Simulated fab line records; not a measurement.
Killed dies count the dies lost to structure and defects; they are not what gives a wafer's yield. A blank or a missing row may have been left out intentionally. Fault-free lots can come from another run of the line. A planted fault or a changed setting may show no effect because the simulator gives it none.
Chamber matching | flow berkeleyCmos170 | rieDiel-03 running UCB170_ZERO_ETCH_06: 4 sister chambers
The step etches SiO2 in CHF3/CF4/Ar, time 12 s. 4 wafers are shown with their chamber, then 7 later ones without.

## WAFERS WITH THEIR CHAMBER
wafer  | chamber | throttleValvePct (%)
L871.3 | 0       | 9.23
L872.4 | 3       | 9.10
L883.2 | 2       | 9.22
L883.3 | 1       | 9.37

## WAFERS MISSING THEIR CHAMBER
wafer  | throttleValvePct (%)
L883.5 | 9.23
L884.1 | 9.23
L884.5 | 9.11
L884.6 | 9.39
L886.3 | 9.12
L886.4 | 9.23
L886.5 | 9.24

## WHICH CHAMBER EACH WENT THROUGH
wafer  | from the rows above     | in truth
L883.5 | can't be placed: 0 or 2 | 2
L884.1 | can't be placed: 0 or 2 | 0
L884.5 | 3                       | 3
L884.6 | 1                       | 1
L886.3 | 3                       | 3
L886.4 | can't be placed: 0 or 2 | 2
L886.5 | can't be placed: 0 or 2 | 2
3 of 7 placed correctly. Cannot be placed on the basis of these rows: 4; the candidates contain the true chamber in 4. Placed wrongly: 0.
How it was worked out, from the rows above alone: a wafer's distance from a chamber is the root of the sum, over the readings, of the square of ((its reading less the chamber's mean) divided by the reading's scatter). The wafer belongs to the nearest chamber; if the next one is less than 2 further off, it can't be placed. Each chamber's mean is taken over the wafers shown for it. The scatter (one wafer shown for each chamber): square how far every hidden wafer sits from the nearest shown wafer, average those squares and take the square root.
